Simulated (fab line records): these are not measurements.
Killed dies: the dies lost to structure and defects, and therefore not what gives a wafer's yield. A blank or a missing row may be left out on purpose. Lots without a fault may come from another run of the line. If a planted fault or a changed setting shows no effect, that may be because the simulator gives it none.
fab line records	flow berkeleyCmos170
record lots=24	wafers=72	lastDay=14
route steps=331 shown START@1 PWELL@51 PLDD@155 V1@269 M3@316
lots with no fault: from the same line, run without faults
startH: hours from the record's opening day to when the first of the lot's shown wafers began	waitH: how many hours have passed since the lot's step before this one	" the same as in the row above	L1.1+2: a single row standing in for several wafers	- either no value or no given start	* or withheld: withheld	< > ~ a bound
route shown NAME@n: NAME is a module with steps in the file, n the number in the route of the first one	usual: the fault-free wafers' mean and standard deviation	same: alike in all rows	chamber/n: place in a boat	sites: readings site by site	_std_site: their standard deviation	_edge_site: the outer-site mean with the inner-site mean subtracted	radiusMm: for every site, how far away it sits from the centre of the wafer	mask NAME#n: copy n	behind: the most recent tool/chamber to have shaped the wafer	hold: what put the lot on hold/how long, in hours/how the hold closed	device: whichever transistor did not switch (one of n, p or np)	end of line: the route-end tests of the same wafers	a step without rows: its recipe alone	killed: count of dies lost to structure and defects at first sort (not the wafer's yield)	map: dies across one wafer; x = killed, . = not, _ = none there
set.NAME: the setting as run; set.NAME@STEP: as run at that earlier step	model.NAME: the simulator's own value behind a step, which no gauge read
one table for each step of the route and one row for each wafer, over a sample of lots
services: from which hour (startH, from the record's first day; less than 0 if before it) a tool's chamber was out of use, for how many hours, and why
## steps
# step UCB170_START_BOW_MEAS_00
# recipe mode=bow
# usual INCOMING_BOW=0/6.9
lot.wafer	tool	chamber	startH	waitH	INCOMING_BOW[um]
L074.1	filmMetro-03	-	10.00	-	6
L074.3	"	-	"	"	3
L074.5	"	-	"	"	-6
L075.2	filmMetro-04	-	15.02	-	-1
L075.3	"	-	"	"	4
L075.5	"	-	"	"	3
L076.1	filmMetro-01	-	20.00	-	-6
L076.2	"	-	"	"	-6
L076.5	"	-	"	"	16
L077.1	filmMetro-04	-	25.00	-	0
L077.4	"	-	"	"	6
L077.5	"	-	"	"	-3
L078.1	filmMetro-03	-	30.00	-	-12
L078.4	"	-	"	"	-15
L078.5	"	-	"	"	-1
L079.1	filmMetro-04	-	35.00	-	15
L079.3	"	-	"	"	3
L079.4	"	-	"	"	-4
L080.2	filmMetro-03	-	40.02	-	4
L080.4	"	-	"	"	4
L080.6	"	-	"	"	-10
L081.2	filmMetro-03	-	45.02	-	4
L081.4	"	-	"	"	8
L081.5	"	-	"	"	-17
L082.1	filmMetro-03	-	50.00	-	-3
L082.2	"	-	"	"	1
L082.4	"	-	"	"	-7
L083.1	filmMetro-04	-	55.00	-	4
L083.2	"	-	"	"	2
L083.5	"	-	"	"	-1
L084.1	filmMetro-03	-	60.00	-	0
L084.2	"	-	"	"	2
L084.5	"	-	"	"	3
L085.1	filmMetro-01	-	65.00	-	2
L085.2	"	-	"	"	-7
L085.6	"	-	"	"	-4
L086.4	filmMetro-01	-	70.06	-	-8
L086.5	"	-	"	"	8
L086.6	"	-	"	"	6
L087.1	filmMetro-03	-	75.00	-	9
L087.2	"	-	"	"	-13
L087.4	"	-	"	"	7
L088.1	filmMetro-01	-	80.00	-	0
L088.4	"	-	"	"	11
L088.6	"	-	"	"	-4
L089.2	filmMetro-01	-	85.02	-	-11
L089.4	"	-	"	"	2
L089.6	"	-	"	"	2
L090.2	filmMetro-01	-	90.02	-	5
L090.3	"	-	"	"	1
L090.5	"	-	"	"	-8
L091.1	filmMetro-01	-	95.00	-	-12
L091.2	"	-	"	"	3
L091.4	"	-	"	"	-2
L092.1	filmMetro-01	-	100.00	-	-4
L092.3	"	-	"	"	-10
L092.4	"	-	"	"	-6
L093.2	filmMetro-01	-	105.02	-	-10
L093.3	"	-	"	"	6
L093.4	"	-	"	"	6
L094.2	filmMetro-01	-	110.02	-	6
L094.4	"	-	"	"	7
L094.6	"	-	"	"	9
L095.3	filmMetro-01	-	115.04	-	-6
L095.4	"	-	"	"	9
L095.5	"	-	"	"	3
L096.3	filmMetro-01	-	120.04	-	-10
L096.4	"	-	"	"	-2
L096.6	"	-	"	"	-1
L097.2	filmMetro-03	-	125.02	-	0
L097.4	"	-	"	"	9
L097.6	"	-	"	"	0
# step UCB170_PWELL_TW_MEAS_17
# usual PWELL_TW=382/3.2
lot.wafer	tool	chamber	startH	waitH	PWELL_TW
L074.1	filmMetro-03	-	62.62	0.1	379
L074.3	"	-	"	"	378
L074.5	"	-	"	"	378
L075.2	filmMetro-04	-	62.67	0.1	387
L075.3	"	-	"	"	389
L075.5	"	-	"	"	390
L076.1	filmMetro-02	-	62.76	0.1	382
L076.2	"	-	"	"	382
L076.5	"	-	"	"	382
L078.1	filmMetro-02	-	77.53	0.1	380
L078.4	"	-	"	"	382
L078.5	"	-	"	"	382
L077.1	filmMetro-04	-	77.77	0.1	387
L077.4	"	-	"	"	387
L077.5	"	-	"	"	387
L080.2	filmMetro-03	-	85.39	0.1	381
L080.4	"	-	"	"	380
L080.6	"	-	"	"	382
L079.1	filmMetro-02	-	85.44	0.1	382
L079.3	"	-	"	"	383
L079.4	"	-	"	"	383
L081.2	filmMetro-03	-	93.43	0.1	382
L081.4	"	-	"	"	380
L081.5	"	-	"	"	381
L082.1	filmMetro-02	-	99.40	0.1	383
L082.2	"	-	"	"	382
L082.4	"	-	"	"	382
L083.1	filmMetro-04	-	109.38	0.1	389
L083.2	"	-	"	"	388
L083.5	"	-	"	"	389
L084.1	filmMetro-03	-	109.69	0.1	381
L084.2	"	-	"	"	381
L084.5	"	-	"	"	381
L086.4	filmMetro-03	-	115.83	0.1	382
L086.5	"	-	"	"	378
L086.6	"	-	"	"	378
L085.1	filmMetro-02	-	116.05	0.1	382
L085.2	"	-	"	"	383
L085.6	"	-	"	"	383
L088.1	filmMetro-02	-	124.60	0.1	381
L088.4	"	-	"	"	380
L088.6	"	-	"	"	383
L089.2	filmMetro-03	-	132.62	0.1	379
L089.4	"	-	"	"	377
L089.6	"	-	"	"	379
L087.1	filmMetro-02	-	132.85	0.1	382
L087.2	"	-	"	"	379
L087.4	"	-	"	"	382
L090.2	filmMetro-03	-	140.19	0.1	380
L090.3	"	-	"	"	378
L090.5	"	-	"	"	378
L091.1	filmMetro-02	-	147.24	0.1	383
L091.2	"	-	"	"	380
L091.4	"	-	"	"	379
L092.1	filmMetro-02	-	147.36	0.1	380
L092.3	"	-	"	"	380
L092.4	"	-	"	"	381
L093.2	filmMetro-02	-	156.77	0.1	381
L093.3	"	-	"	"	381
L093.4	"	-	"	"	380
L094.2	filmMetro-03	-	165.36	0.1	376
L094.4	"	-	"	"	380
L094.6	"	-	"	"	379
L095.3	filmMetro-04	-	165.65	0.1	387
L095.4	"	-	"	"	386
L095.5	"	-	"	"	385
L096.3	filmMetro-04	-	165.82	0.1	386
L096.4	"	-	"	"	386
L096.6	"	-	"	"	386
L097.2	filmMetro-04	-	181.49	0.1	387
L097.4	"	-	"	"	386
L097.6	"	-	"	"	386
# step UCB170_PLDD_STRIP_10
# recipe chemistry=O2	powerW=400	pressureMtorr=3500	platenTempC=withheld	o2FlowSccm=400	overashFraction=0.5
# usual drypumpMotorCurrentA=5.6/0.46	oesProductAu=0.734/0.0042	stripTimeToEndpointS=21.66/0.057
lot.wafer	tool	chamber	startH	waitH	drypumpMotorCurrentA	oesProductAu	rfHoursCounterH	stripTimeToEndpointS
L074.1	plasmaAsher-02	0	156.37	0.1	5.6	0.738	43	21.65
L074.3	"	1	"	"	6.0	0.734	-	21.70
L074.5	"	0	"	"	5.6	0.739	-	21.62
L075.2	plasmaAsher-04	0	156.54	0.1	4.9	0.737	37	21.65
L075.3	"	1	"	"	5.3	0.735	-	21.65
L075.5	"	1	"	"	5.3	0.737	-	21.64
L076.1	plasmaAsher-03	1	156.66	0.1	5.8	0.733	43	21.72
L076.2	"	0	"	"	6.3	0.728	43	21.63
L076.5	"	1	"	"	5.9	0.736	-	21.70
L077.1	plasmaAsher-04	1	174.01	0.1	5.4	0.741	39	21.75
L077.4	"	0	"	"	4.9	0.744	-	21.74
L077.5	"	0	"	"	4.9	0.726	-	21.72
L078.1	plasmaAsher-02	1	174.38	0.1	6.0	0.735	45	21.67
L078.4	"	1	"	"	5.9	0.734	-	21.77
L078.5	"	0	"	"	5.5	0.726	-	21.70
L080.2	plasmaAsher-04	0	183.65	0.1	4.9	0.724	40	21.62
L080.4	"	1	"	"	5.3	0.728	-	21.68
L080.6	"	1	"	"	5.3	0.736	-	21.65
L079.1	plasmaAsher-04	0	184.05	0.1	4.9	0.734	41	21.66
L079.3	"	1	"	"	5.3	0.738	-	21.52
L079.4	"	0	"	"	4.9	0.729	-	21.54
L081.2	plasmaAsher-03	0	196.59	0.1	6.3	0.730	44	21.72
L081.4	"	0	"	"	6.3	0.733	-	21.64
L081.5	"	0	"	"	6.2	0.738	-	21.67
L082.1	plasmaAsher-03	0	205.80	0.1	6.3	0.729	45	21.69
L082.2	"	1	"	"	5.9	0.729	45	21.68
L082.4	"	0	"	"	6.3	0.737	-	21.63
L085.1	plasmaAsher-02	0	215.25	0.1	5.6	0.735	50	21.62
L085.2	"	1	"	"	6.0	0.739	50	21.66
L085.6	"	0	"	"	5.5	0.741	-	21.66
L084.1	plasmaAsher-02	1	215.52	0.1	5.9	0.728	50	21.74
L084.2	"	0	"	"	5.6	0.737	50	21.63
L084.5	"	1	"	"	6.0	0.730	-	21.68
L083.1	plasmaAsher-03	1	215.62	0.1	5.9	0.736	46	21.74
L083.2	"	0	"	"	6.3	0.733	46	21.69
L083.5	"	0	"	"	6.3	0.739	-	21.67
L086.4	plasmaAsher-03	0	216.38	0.1	6.3	0.739	-	21.68
L086.5	"	0	"	"	6.3	0.737	-	21.64
L086.6	"	1	"	"	5.9	0.735	-	21.67
L088.1	plasmaAsher-03	0	226.74	0.1	6.3	0.738	47	21.70
L088.4	"	0	"	"	6.3	0.733	-	21.61
L088.6	"	0	"	"	6.3	0.740	-	21.72
L087.1	plasmaAsher-02	1	240.57	0.1	5.9	0.738	53	21.58
L087.2	"	0	"	"	5.5	0.736	53	21.60
L087.4	"	1	"	"	5.9	0.738	-	21.62
L091.1	plasmaAsher-04	1	240.85	0.1	5.3	0.731	46	21.59
L091.2	"	0	"	"	4.8	0.737	46	21.66
L091.4	"	0	"	"	4.9	0.729	-	21.66
L089.2	plasmaAsher-04	0	241.06	0.1	4.9	0.730	46	21.83
L089.4	"	0	"	"	4.9	0.737	-	21.70
L089.6	"	0	"	"	4.9	0.737	-	21.75
L092.1	plasmaAsher-02	1	241.34	0.1	5.9	0.741	53	21.48
L092.3	"	0	"	"	5.6	0.740	-	21.55
L092.4	"	1	"	"	5.9	0.730	-	21.59
L090.2	plasmaAsher-03	1	241.61	0.1	5.9	0.728	49	21.57
L090.3	"	1	"	"	5.9	0.732	-	21.60
L090.5	"	0	"	"	6.3	0.742	-	21.64
L096.3	plasmaAsher-04	1	272.82	0.1	5.4	0.732	-	21.61
L096.4	"	0	"	"	4.9	0.727	-	21.61
L096.6	"	1	"	"	5.3	0.728	-	21.60
L095.3	plasmaAsher-04	1	273.21	0.1	5.3	0.735	-	21.66
L095.4	"	0	"	"	4.8	0.738	-	21.65
L095.5	"	0	"	"	4.9	0.733	-	21.65
L093.2	plasmaAsher-02	1	273.90	0.1	6.0	0.734	57	21.68
L093.3	"	1	"	"	6.0	0.735	-	21.66
L093.4	"	0	"	"	5.6	0.734	-	21.62
L094.2	plasmaAsher-04	0	274.17	0.1	4.9	0.737	49	21.66
L094.4	"	0	"	"	4.8	0.734	-	21.67
L094.6	"	1	"	"	5.3	0.736	-	21.66
L097.2	plasmaAsher-02	1	294.80	0.1	5.9	0.731	60	21.67
L097.4	"	1	"	"	6.0	0.737	-	21.65
L097.6	"	1	"	"	5.9	0.738	-	21.63
# step UCB170_V1_STRIP_15
# recipe chemistry=O2	powerW=400	pressureMtorr=3500	platenTempC=withheld	o2FlowSccm=400	overashFraction=0.5
# usual drypumpMotorCurrentA=6.0/0.43	oesProductAu=0.722/0.0043	stripTimeToEndpointS=15.31/0.093
lot.wafer	tool	chamber	startH	waitH	drypumpMotorCurrentA	oesProductAu	rfHoursCounterH	stripTimeToEndpointS
L074.1	plasmaAsher-01	1	184.15	0.1	6.0	0.721	8	15.27
L074.3	"	1	"	"	6.0	0.725	-	15.30
L074.5	"	1	"	"	6.0	0.720	-	15.28
L075.2	plasmaAsher-01	0	185.93	0.1	6.3	0.715	8	15.18
L075.3	"	0	"	"	6.3	0.719	-	15.28
L075.5	"	0	"	"	6.3	0.718	-	15.38
L076.1	plasmaAsher-04	1	186.10	0.1	5.3	0.715	41	15.25
L076.2	"	0	"	"	4.9	0.714	41	15.22
L076.5	"	1	"	"	5.3	0.724	-	15.21
L077.1	plasmaAsher-01	1	199.81	0.1	6.0	0.723	10	15.33
L077.4	"	0	"	"	6.3	0.724	-	15.46
L077.5	"	1	"	"	6.0	0.719	-	15.41
L078.1	plasmaAsher-01	0	201.02	0.1	6.3	0.726	10	15.37
L078.4	"	1	"	"	6.0	0.725	-	15.33
L078.5	"	0	"	"	6.3	0.725	-	15.41
L080.2	plasmaAsher-03	0	209.30	0.1	6.3	0.713	45	15.50
L080.4	"	1	"	"	5.9	0.722	-	15.44
L080.6	"	0	"	"	6.3	0.722	-	15.40
L079.1	plasmaAsher-01	0	210.51	0.1	6.3	0.721	11	15.27
L079.3	"	1	"	"	6.0	0.730	-	15.27
L079.4	"	0	"	"	6.3	0.714	-	15.32
L081.2	plasmaAsher-01	0	221.19	0.1	6.3	0.724	12	15.27
L081.4	"	1	"	"	6.0	0.718	-	15.36
L081.5	"	1	"	"	6.0	0.722	-	15.42
L082.1	plasmaAsher-03	0	233.76	0.1	6.4	0.733	48	15.24
L082.2	"	1	"	"	5.9	0.725	48	15.18
L082.4	"	0	"	"	6.4	0.726	-	15.41
L085.1	plasmaAsher-01	1	241.28	0.1	6.0	0.720	14	15.33
L085.2	"	0	"	"	6.3	0.718	14	15.35
L085.6	"	1	"	"	6.0	0.727	-	15.34
L083.1	plasmaAsher-04	1	243.55	0.1	5.3	0.716	46	15.43
L083.2	"	0	"	"	4.9	0.717	46	15.35
L083.5	"	1	"	"	5.3	0.725	-	15.35
L086.4	plasmaAsher-01	1	244.35	0.1	6.0	0.725	-	15.35
L086.5	"	0	"	"	6.3	0.728	-	15.34
L086.6	"	1	"	"	6.0	0.718	-	15.31
L084.1	plasmaAsher-03	0	244.56	0.1	6.3	0.720	49	15.28
L084.2	"	1	"	"	5.8	0.715	49	15.40
L084.5	"	1	"	"	5.8	0.725	-	15.33
L088.1	plasmaAsher-04	1	254.66	0.1	5.3	0.717	47	15.37
L088.4	"	1	"	"	5.3	0.728	-	15.23
L088.6	"	1	"	"	5.3	0.722	-	15.32
L087.1	plasmaAsher-03	0	268.33	0.1	6.3	0.730	51	15.31
L087.2	"	1	"	"	5.9	0.725	51	15.37
L087.4	"	0	"	"	6.3	0.721	-	15.30
L090.2	plasmaAsher-03	0	269.69	0.1	6.3	0.716	51	15.19
L090.3	"	0	"	"	6.3	0.727	-	15.43
L090.5	"	0	"	"	6.3	0.721	-	15.22
L092.1	plasmaAsher-03	0	271.46	0.1	6.3	0.723	52	15.27
L092.3	"	1	"	"	5.9	0.713	-	15.33
L092.4	"	0	"	"	6.3	0.719	-	15.24
L089.2	plasmaAsher-03	1	271.94	0.1	5.9	0.731	52	15.30
L089.4	"	1	"	"	5.8	0.724	-	15.29
L089.6	"	1	"	"	5.9	0.722	-	15.28
L091.1	plasmaAsher-04	1	272.18	0.1	5.3	0.719	49	15.08
L091.2	"	0	"	"	4.9	0.716	49	15.09
L091.4	"	0	"	"	4.9	0.725	-	15.15
L093.2	plasmaAsher-03	0	297.71	0.1	6.3	0.724	55	15.53
L093.3	"	0	"	"	6.3	0.713	-	15.27
L093.4	"	1	"	"	5.8	0.727	-	15.37
L096.3	plasmaAsher-01	1	298.95	0.1	6.0	0.721	-	15.23
L096.4	"	0	"	"	6.3	0.724	-	15.22
L096.6	"	0	"	"	6.3	0.724	-	15.16
L094.2	plasmaAsher-01	0	301.89	0.1	6.3	0.722	19	15.04
L094.4	"	1	"	"	6.0	0.719	-	15.26
L094.6	"	0	"	"	6.3	0.720	-	15.31
L095.3	plasmaAsher-01	0	302.36	0.1	6.3	0.721	-	15.40
L095.4	"	1	"	"	6.1	0.722	-	15.25
L095.5	"	1	"	"	6.1	0.719	-	15.41
L097.2	plasmaAsher-01	0	325.93	0.1	6.3	0.725	23	15.37
L097.4	"	1	"	"	6.0	0.716	-	15.33
L097.6	"	0	"	"	6.3	0.717	-	15.23
# step UCB170_M3_STRIP_07
# recipe chemistry=O2	powerW=400	pressureMtorr=3500	platenTempC=withheld	o2FlowSccm=400	overashFraction=0.5
# usual drypumpMotorCurrentA=5.7/0.47	oesProductAu=0.734/0.0046	stripTimeToEndpointS=22.18/0.059
lot.wafer	tool	chamber	startH	waitH	drypumpMotorCurrentA	oesProductAu	rfHoursCounterH	stripTimeToEndpointS
L074.1	plasmaAsher-04	0	190.36	0.1	4.9	0.736	42	22.25
L074.3	"	0	"	"	4.9	0.735	-	22.20
L074.5	"	0	"	"	4.9	0.726	-	22.27
L075.2	plasmaAsher-04	0	192.27	0.1	4.9	0.729	42	22.21
L075.3	"	1	"	"	5.4	0.740	-	22.11
L075.5	"	1	"	"	5.3	0.730	-	22.17
L076.1	plasmaAsher-02	1	192.51	0.1	5.9	0.730	48	22.23
L076.2	"	0	"	"	5.6	0.738	48	22.19
L076.5	"	0	"	"	5.6	0.735	-	22.23
L077.1	plasmaAsher-02	1	205.94	0.1	5.9	0.736	50	22.20
L077.4	"	0	"	"	5.5	0.728	-	22.16
L077.5	"	0	"	"	5.6	0.738	-	22.16
L078.1	plasmaAsher-02	0	207.09	0.1	5.6	0.740	50	22.24
L078.4	"	0	"	"	5.6	0.736	-	22.16
L078.5	"	0	"	"	5.6	0.738	-	22.23
L080.2	plasmaAsher-01	0	215.62	0.1	6.3	0.735	12	22.17
L080.4	"	1	"	"	6.0	0.735	-	22.27
L080.6	"	0	"	"	6.3	0.736	-	22.19
L079.1	plasmaAsher-01	0	217.26	0.1	6.3	0.731	12	22.15
L079.3	"	0	"	"	6.3	0.726	-	22.13
L079.4	"	1	"	"	6.0	0.730	-	22.18
L081.2	plasmaAsher-04	0	228.19	0.1	4.9	0.728	44	22.15
L081.4	"	1	"	"	5.4	0.735	-	22.13
L081.5	"	1	"	"	5.4	0.727	-	22.16
L082.1	plasmaAsher-02	0	240.88	0.1	5.6	0.732	53	22.08
L082.2	"	1	"	"	5.9	0.730	53	22.10
L082.4	"	0	"	"	5.6	0.732	-	22.14
L085.1	plasmaAsher-01	0	249.79	0.1	6.3	0.737	15	22.11
L085.2	"	1	"	"	6.0	0.737	15	22.14
L085.6	"	0	"	"	6.3	0.738	-	22.20
L083.1	plasmaAsher-02	0	250.09	0.1	5.5	0.735	54	22.14
L083.2	"	1	"	"	5.9	0.730	54	22.15
L083.5	"	1	"	"	5.9	0.738	-	22.17
L086.4	plasmaAsher-04	0	251.47	0.1	4.9	0.728	-	22.20
L086.5	"	0	"	"	4.9	0.737	-	22.20
L086.6	"	1	"	"	5.4	0.729	-	22.19
L084.1	plasmaAsher-01	1	251.69	0.1	6.0	0.725	16	22.14
L084.2	"	0	"	"	6.3	0.734	16	22.12
L084.5	"	1	"	"	6.0	0.733	-	22.13
L088.1	plasmaAsher-04	1	260.69	0.1	5.3	0.740	48	22.17
L088.4	"	1	"	"	5.4	0.733	-	22.18
L088.6	"	1	"	"	5.4	0.739	-	22.20
L087.1	plasmaAsher-02	0	275.46	0.1	5.5	0.729	57	22.08
L087.2	"	1	"	"	5.9	0.728	57	22.06
L087.4	"	0	"	"	5.5	0.730	-	22.16
L090.2	plasmaAsher-02	0	278.73	0.1	5.6	0.742	58	22.20
L090.3	"	1	"	"	5.9	0.733	-	22.18
L090.5	"	1	"	"	5.9	0.736	-	22.22
L092.1	plasmaAsher-02	1	280.77	0.1	5.9	0.739	58	22.23
L092.3	"	0	"	"	5.6	0.743	-	22.23
L092.4	"	1	"	"	5.9	0.729	-	22.19
L089.2	plasmaAsher-01	0	281.19	0.1	6.3	0.744	17	22.13
L089.4	"	1	"	"	6.0	0.736	-	22.14
L089.6	"	0	"	"	6.3	0.727	-	22.17
L091.1	plasmaAsher-04	1	281.19	0.1	5.4	0.734	50	22.24
L091.2	"	0	"	"	4.9	0.746	50	22.22
L091.4	"	1	"	"	5.3	0.739	-	22.24
L093.2	plasmaAsher-01	1	305.63	0.1	6.0	0.738	20	22.34
L093.3	"	0	"	"	6.3	0.731	-	22.22
L093.4	"	1	"	"	6.0	0.740	-	22.20
L096.3	plasmaAsher-04	0	305.73	0.1	4.9	0.739	-	22.19
L096.4	"	1	"	"	5.3	0.729	-	22.16
L096.6	"	0	"	"	4.9	0.736	-	22.21
L094.2	plasmaAsher-04	0	309.79	0.1	4.9	0.729	54	22.19
L094.4	"	1	"	"	5.3	0.735	-	22.18
L094.6	"	1	"	"	5.4	0.737	-	22.14
L095.3	plasmaAsher-01	1	309.97	0.1	6.0	0.746	-	22.24
L095.4	"	0	"	"	6.3	0.735	-	22.23
L095.5	"	0	"	"	6.3	0.733	-	22.21
L097.2	plasmaAsher-01	0	332.92	0.1	6.3	0.734	24	22.12
L097.4	"	0	"	"	6.3	0.729	-	22.10
L097.6	"	1	"	"	6.0	0.735	-	22.15
# step UCB170_M3_BOW_MEAS_20
# recipe mode=bow
# usual M3_BOW=36/7.6
lot.wafer	tool	chamber	startH	waitH	M3_BOW[um]
L074.1	filmMetro-03	-	192.27	0.1	44
L074.3	"	-	"	"	40
L074.5	"	-	"	"	32
L075.2	filmMetro-04	-	194.01	0.1	33
L075.3	"	-	"	"	37
L075.5	"	-	"	"	37
L076.1	filmMetro-03	-	194.36	0.1	29
L076.2	"	-	"	"	30
L076.5	"	-	"	"	51
L077.1	filmMetro-03	-	208.03	0.1	35
L077.4	"	-	"	"	42
L077.5	"	-	"	"	32
L078.1	filmMetro-01	-	211.16	0.1	27
L078.4	"	-	"	"	23
L078.5	"	-	"	"	38
L080.2	filmMetro-04	-	217.79	0.1	44
L080.4	"	-	"	"	44
L080.6	"	-	"	"	30
L079.1	filmMetro-01	-	218.98	0.1	53
L079.3	"	-	"	"	41
L079.4	"	-	"	"	34
L081.2	filmMetro-03	-	230.14	0.2	35
L081.4	"	-	"	"	38
L081.5	"	-	"	"	14
L082.1	filmMetro-01	-	243.55	0.1	28
L082.2	"	-	"	"	32
L082.4	"	-	"	"	24
L085.1	filmMetro-04	-	252.59	0.1	35
L085.2	"	-	"	"	25
L085.6	"	-	"	"	29
L083.1	filmMetro-01	-	252.87	0.1	38
L083.2	"	-	"	"	36
L083.5	"	-	"	"	34
L086.4	filmMetro-03	-	254.14	0.1	26
L086.5	"	-	"	"	41
L086.6	"	-	"	"	40
L084.1	filmMetro-01	-	254.32	0.1	35
L084.2	"	-	"	"	37
L084.5	"	-	"	"	38
L088.1	filmMetro-03	-	264.46	0.1	34
L088.4	"	-	"	"	45
L088.6	"	-	"	"	31
L087.1	filmMetro-03	-	277.77	0.1	48
L087.2	"	-	"	"	27
L087.4	"	-	"	"	46
L090.2	filmMetro-01	-	280.74	0.1	49
L090.3	"	-	"	"	44
L090.5	"	-	"	"	36
L092.1	filmMetro-03	-	283.42	0.1	31
L092.3	"	-	"	"	27
L092.4	"	-	"	"	30
L091.1	filmMetro-01	-	284.54	0.1	26
L091.2	"	-	"	"	41
L091.4	"	-	"	"	38
L089.2	filmMetro-01	-	284.83	0.1	25
L089.4	"	-	"	"	38
L089.6	"	-	"	"	36
L093.2	filmMetro-01	-	308.83	0.1	22
L093.3	"	-	"	"	38
L093.4	"	-	"	"	37
L096.3	filmMetro-04	-	309.05	0.1	30
L096.4	"	-	"	"	37
L096.6	"	-	"	"	39
L094.2	filmMetro-04	-	311.53	0.1	39
L094.4	"	-	"	"	40
L094.6	"	-	"	"	42
L095.3	filmMetro-04	-	312.27	0.1	35
L095.4	"	-	"	"	48
L095.5	"	-	"	"	43
L097.2	filmMetro-04	-	338.24	0.1	37
L097.4	"	-	"	"	47
L097.6	"	-	"	"	37
## services
tool	chamber	startH	hours	kind
plasmaAsher-03	-	161.74	30.6	pm
plasmaAsher-04	-	212.68	9.1	repair
plasmaAsher-04	-	249.59	1.6	repair
plasmaAsher-01	-	253.85	22.7	repair
plasmaAsher-03	-	279.72	4.3	pm
plasmaAsher-02	-	282.34	2.1	repair
plasmaAsher-03	-	300.14	22.8	repair
## key
fault none
